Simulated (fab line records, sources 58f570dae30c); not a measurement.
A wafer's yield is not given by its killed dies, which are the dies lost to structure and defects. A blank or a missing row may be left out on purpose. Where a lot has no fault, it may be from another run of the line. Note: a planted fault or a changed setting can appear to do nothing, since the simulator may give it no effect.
Which tool did it? ; flow berkeleyCmos170 ; 14 lots with 42 wafers sampled at 5 steps, on a route of 331 steps

## WHAT THE GAUGES READ, wafer by wafer
UCB170_NWELL_THK_MEAS_05.
lot;measured;on;NWELL_NITRIDE_THK (nm)
L903;day 2 04:50;filmMetro-03;224.7 225.5 229.0
L904;day 2 08:46;filmMetro-01;227.3 223.9 225.0
L905;day 2 08:46;filmMetro-02;226.2 224.8 225.6
L906;day 2 16:40;filmMetro-01;222.0 220.4 220.4
L907;day 2 21:39;filmMetro-02;226.6 225.8 226.8
L908;day 3 05:00;filmMetro-01;228.5 226.7 228.1
L909;day 3 10:31;filmMetro-03;228.2 227.8 228.5
L917;day 5 06:43;filmMetro-02;224.1 223.5 225.3
L919;day 5 10:34;filmMetro-02;222.5 222.5 223.5
L922;day 6 09:04;filmMetro-02;226.7 224.8 223.9
L923;day 6 09:04;filmMetro-03;221.8 221.9 223.3
L924;day 6 15:31;filmMetro-02;220.6 220.8 223.0
L925;day 6 21:42;filmMetro-02;226.5 224.9 224.6
L926;day 7 01:50;filmMetro-02;226.8 226.5 226.7

UCB170_NWELL_OVL_MEAS_12.
lot;measured;on;NWELL_OVL (nm)
L903;day 2 05:43;overlay-02;-5 -8 -5
L904;day 2 10:05;overlay-01;1 2 -4
L905;day 2 10:05;overlay-02;2 0 2
L906;day 2 18:53;overlay-01;-11 -1 -12
L907;day 2 22:41;overlay-02;-6 -6 3
L908;day 3 06:01;overlay-02;-7 -8 -5
L909;day 3 11:52;overlay-01;-5 -5 -1
L917;day 5 07:51;overlay-01;-5 -14 -13
L919;day 5 12:08;overlay-02;-6 -11 -5
L922;day 6 09:59;overlay-02;-11 -5 -3
L923;day 6 10:16;overlay-02;-7 -4 -5
L924;day 6 16:25;overlay-02;-5 0 2
L925;day 6 22:36;overlay-02;3 -1 2
L926;day 7 02:59;overlay-02;-8 -5 -6

UCB170_PWELL_TW_MEAS_17.
lot;measured;on;PWELL_TW
L903;day 2 21:02;filmMetro-02;372 372 370
L904;day 3 00:26;filmMetro-03;381 378 381
L905;day 3 00:13;filmMetro-04;375 376 375
L906;day 3 13:25;filmMetro-02;376 374 376
L907;day 3 18:29;filmMetro-02;377 375 377
L908;day 4 01:00;filmMetro-02;371 371 372
L909;day 4 05:22;filmMetro-03;382 381 381
L917;day 5 23:53;filmMetro-03;318 319 319
L919;day 6 06:00;filmMetro-02;309 310 311
L922;day 7 05:42;filmMetro-03;382 381 382
L923;day 7 05:26;filmMetro-02;373 374 371
L924;day 7 14:03;filmMetro-03;380 380 379
L925;day 7 17:03;filmMetro-03;381 382 383
L926;day 7 21:50;filmMetro-03;382 383 382

UCB170_NVT_OVL_MEAS_06.
lot;measured;on;NVT_OVL (nm)
L903;day 5 10:02;overlay-01;8 0 0
L904;day 5 10:08;overlay-02;2 -6 -10
L905;day 5 10:38;overlay-02;3 0 -3
L906;day 5 23:56;overlay-02;-3 -2 -5
L907;day 6 00:04;overlay-01;-3 -12 -4
L908;day 6 12:50;overlay-02;-2 2 3
L909;day 6 13:07;overlay-02;-8 -3 -15
L917;day 8 08:11;overlay-02;9 -6 2
L919;day 8 20:20;overlay-02;-10 0 -5
L922;day 9 17:04;overlay-01;-16 -2 -8
L923;day 9 16:46;overlay-02;-3 -5 -2
L924;day 9 23:50;overlay-02;2 3 7
L925;day 9 23:38;overlay-02;2 4 7
L926;day 10 16:52;overlay-01;-10 -8 -6

## WHICH TOOL RAN EACH LOT (tool, then ch and the chambers of the sampled wafers, then the start)
lot;UCB170_PWELL_IMPLANT_15
L903;implanter-01 ch 0, day 2 20:48
L904;implanter-02 ch 0, day 3 00:13
L905;implanter-04 ch 0, day 2 23:59
L906;implanter-02 ch 0, day 3 13:11
L907;implanter-01 ch 0, day 3 18:14
L908;implanter-01 ch 0, day 4 00:45
L909;implanter-01 ch 0, day 4 05:07
L917;implanter-02 ch 0, day 5 23:40
L919;implanter-02 ch 0, day 6 05:46
L922;implanter-04 ch 0, day 7 05:28
L923;implanter-01 ch 0, day 7 05:11
L924;implanter-01 ch 0, day 7 13:49
L925;implanter-01 ch 0, day 7 16:49
L926;implanter-01 ch 0, day 7 21:37
- UCB170_PWELL_IMPLANT_15

## AS READ BY THE TOOLS THEMSELVES (means over the sampled wafers that have a number; for cases with no such wafer, the mark the record gives instead)
UCB170_PWELL_IMPLANT_15.
lot;tool;doseIonsCm2;faradayCurrentUA
L903;implanter-01;5e+12;15.7
L904;implanter-02;5e+12;15.9
L905;implanter-04;5e+12;15.8
L906;implanter-02;5e+12;16.0
L907;implanter-01;5e+12;16.0
L908;implanter-01;5e+12;15.9
L909;implanter-01;5e+12;16.1
L917;implanter-02;3e+12;8.6
L919;implanter-02;3e+12;8.8
L922;implanter-04;5e+12;15.7
L923;implanter-01;5e+12;15.8
L924;implanter-01;5e+12;16.1
L925;implanter-01;5e+12;15.8
L926;implanter-01;5e+12;16.3

## THE ANSWER, worked out from the rows above alone
Rule: the usual values come from the lots themselves. The widest of any qualifying gaps counts: lots, ordered by their means at a reading, are off when they make up no more than a third of the lots, leave a main group of 4 or more, and stand apart from it by 3 or more times the standard deviation of that group's means. If all means in a main group match to the digits the tables above print for the reading, that group is not used. Also off: a lot with no number at a reading for which 4 or more lots have one. The other lots that the step has rows for count as sound. The gauges are gone through in route order, then the tools' own readings, and for those a lot's mean is taken as printed above. The first step at which some lot is off is used, and at that step the reading that is off furthest; a lot without a number counts as furthest.
Off: L917, L919, seen at UCB170_PWELL_TW_MEAS_17 (PWELL_TW). Main group: mean 377, sd 4.
A tool fits if, at a process step before that reading, it ran every lot that is off, and no sound lot after the first of them. The gauges at UCB170_PWELL_TW_MEAS_17 aren't tried: what is off there is off at UCB170_PWELL_IMPLANT_15 too, on other tools, and a gauge's error can't cause that. One candidate fits, namely implanter-02 at UCB170_PWELL_IMPLANT_15. A fault onset in the window from L906 (day 3 13:11, its last sound lot) to L917 (day 5 23:40, its first lot off) fits.
The tool's own readings at UCB170_PWELL_IMPLANT_15 bear it out: on the lots that are off they differ by more than 5 times the standard deviation of the sound lots' means. doseIonsCm2 reads 3e+12 there against 5e+12 on the sound lots; faradayCurrentUA reads 8.7 there against 15.9 on the sound lots.

## WHAT THE SIMULATOR PUT IN
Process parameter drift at UCB170_PWELL_IMPLANT_15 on implanter-02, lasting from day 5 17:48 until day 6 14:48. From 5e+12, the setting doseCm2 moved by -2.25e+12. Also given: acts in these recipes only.
Shown lots that were struck: L917, L919. The same result came from the rule above.
